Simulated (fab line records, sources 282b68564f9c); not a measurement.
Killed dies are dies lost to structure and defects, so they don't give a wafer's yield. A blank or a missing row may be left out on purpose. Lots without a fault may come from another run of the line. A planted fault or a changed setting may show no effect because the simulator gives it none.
Which tool did it? | flow rit_cmos | 14 lots, 42 wafers sampled, at 3 steps of a route of 202

WHAT THE GAUGES READ, wafer by wafer
RIT_PRETRO_TW_MEAS_10.
lot  | measured    | on            | PRETRO_TW
L175 | day 2 16:26 | film_metro-04 | 464 467 467
L176 | day 2 18:30 | film_metro-02 | 485 481 481
L178 | day 2 23:52 | film_metro-01 | 472 471 469
L179 | day 3 05:02 | film_metro-02 | 477 479 477
L180 | day 3 10:00 | film_metro-04 | 468 468 465
L181 | day 3 15:10 | film_metro-02 | 475 479 477
L182 | day 3 17:54 | film_metro-02 | 477 477 476
L183 | day 3 23:32 | film_metro-02 | 477 479 478
L184 | day 4 04:26 | film_metro-01 | 472 471 473
L185 | day 4 09:45 | film_metro-04 | 565 565 566 564 564 566
L189 | day 5 05:17 | film_metro-02 | 481 481 479
L190 | day 5 10:10 | film_metro-01 | 570 570 567 570 566 569
L194 | day 6 06:31 | film_metro-04 | 465 468 467
L196 | day 6 16:44 | film_metro-04 | 466 467 468

WHICH TOOL RAN EACH LOT (tool, then ch and the chambers of the sampled wafers, then the start)
lot  | RIT_PWELL_STRIP_09                  | RIT_PRETRO_IMPLANT_08
L175 | plasma_asher-02 ch 0,1, day 2 07:28 | implanter-01 ch 0, day 2 16:07
L176 | plasma_asher-03 ch 0,1, day 2 08:52 | implanter-04 ch 0, day 2 18:11
L178 | plasma_asher-02 ch 0,1, day 2 15:08 | implanter-04 ch 0, day 2 23:32
L179 | plasma_asher-03 ch 0,1, day 2 19:52 | implanter-03 ch 0, day 3 04:45
L180 | plasma_asher-03 ch 0,1, day 3 00:52 | implanter-01 ch 0, day 3 09:43
L181 | plasma_asher-04 ch 0,1, day 3 05:05 | implanter-03 ch 0, day 3 14:52
L182 | plasma_asher-04 ch 0,1, day 3 09:07 | implanter-04 ch 0, day 3 17:34
L183 | plasma_asher-04 ch 0,1, day 3 14:49 | implanter-03 ch 0, day 3 23:14
L184 | plasma_asher-03 ch 0,1, day 3 19:19 | implanter-01 ch 0, day 4 04:07
L185 | plasma_asher-04 ch 0,1, day 4 00:49 | implanter-01 ch 0, day 4 09:28
L189 | plasma_asher-04 ch 0,1, day 4 20:33 | implanter-04 ch 0, day 5 04:59
L190 | plasma_asher-04 ch 0,1, day 5 01:21 | implanter-01 ch 0, day 5 09:52
L194 | plasma_asher-03 ch 0,1, day 5 21:29 | implanter-03 ch 0, day 6 06:11
L196 | plasma_asher-03 ch 0,1, day 6 07:26 | implanter-03 ch 0, day 6 16:25
- RIT_PWELL_STRIP_09: strips in O2, time 180 s.
- RIT_PRETRO_IMPLANT_08

WHAT THE TOOLS THEMSELVES READ (means of the sampled wafers that have a number; where no wafer has one, the mark that the record gives instead)
RIT_PWELL_STRIP_09.
lot  | tool            | drypump_motor_current_A (A)
L175 | plasma_asher-02 | 6.3
L176 | plasma_asher-03 | 5.7
L178 | plasma_asher-02 | 6.3
L179 | plasma_asher-03 | 5.7
L180 | plasma_asher-03 | 5.7
L181 | plasma_asher-04 | 6.2
L182 | plasma_asher-04 | 6.4
L183 | plasma_asher-04 | 6.3
L184 | plasma_asher-03 | 5.7
L185 | plasma_asher-04 | 6.4
L189 | plasma_asher-04 | 6.4
L190 | plasma_asher-04 | 6.3
L194 | plasma_asher-03 | 5.7
L196 | plasma_asher-03 | 5.7

RIT_PRETRO_IMPLANT_08.
lot  | tool         | beam_on_s (s) | dose_ions_cm2 | faraday_current_uA
L175 | implanter-01 | 9.99          | 1.2007e+13    | 38.1
L176 | implanter-04 | 9.74          | 1.1997e+13    | 39.1
L178 | implanter-04 | 9.83          | 1.2005e+13    | 38.8
L179 | implanter-03 | 9.99          | 1.2002e+13    | 38.2
L180 | implanter-01 | 10.12         | 1.1993e+13    | 37.7
L181 | implanter-03 | 9.84          | 1.2007e+13    | 38.7
L182 | implanter-04 | 9.85          | 1.1994e+13    | 38.6
L183 | implanter-03 | 9.97          | 1.1981e+13    | 38.3
L184 | implanter-01 | 10.16         | 1.2007e+13    | 37.5
L185 | implanter-01 | 9.96          | 2.2492e+13    | 71.6
L189 | implanter-04 | 9.87          | 1.2005e+13    | 38.5
L190 | implanter-01 | 9.97          | 2.2502e+13    | 71.7
L194 | implanter-03 | 10.14         | 1.2016e+13    | 37.5
L196 | implanter-03 | 9.93          | 1.2031e+13    | 38.5

THE ANSWER, worked out from the rows above alone
Rule: what is usual is taken from the lots themselves. Put in order of their means at a reading, lots are off if they are a third of the lots or fewer, leave a main group of 4 or more, and stand apart from it by a gap of 3 or more times the standard deviation of the main group's means; of several such gaps the widest counts. A main group whose means are all the same, to the digits that the tables above print for the reading, isn't used. A lot without any number at a reading at which 4 lots or more have one is off too. The other lots that the step has rows for count as sound. The gauges are gone through in route order, then the tools' own readings, and for those a lot's mean is taken as printed above. The first step at which some lot is off is used, and at that step the reading that is off furthest; a lot without a number counts as furthest.
Off: L185, L190, at RIT_PRETRO_TW_MEAS_10 (PRETRO_TW). The main group: mean 473, standard deviation 5.6.
A tool fits if, at a process step before that reading, it ran every lot that is off, and no sound lot after the first of them. The gauges at RIT_PRETRO_TW_MEAS_10 aren't tried: what is off there is off at RIT_PRETRO_IMPLANT_08 too, on other tools, and a gauge's error can't cause that. One fits: implanter-01 at RIT_PRETRO_IMPLANT_08. Its last sound lot is L184 (day 4 04:07), its first lot that is off L185 (day 4 09:28): a fault that began between those two fits.
The tool's own readings at RIT_PRETRO_IMPLANT_08 bear it out: on the lots that are off they differ by more than 5 times the standard deviation of the sound lots' means. dose_ions_cm2 reads 2.2497e+13 there against 1.2004e+13 on the sound lots; faraday_current_uA reads 71.7 there against 38.3 on the sound lots.

WHAT THE SIMULATOR HAD PUT IN
Process parameter drift: implanter-01, from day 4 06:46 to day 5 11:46, at RIT_PRETRO_IMPLANT_08. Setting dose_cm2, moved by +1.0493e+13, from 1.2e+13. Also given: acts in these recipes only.
Lots struck among those shown: L185, L190. The rule above found the same.
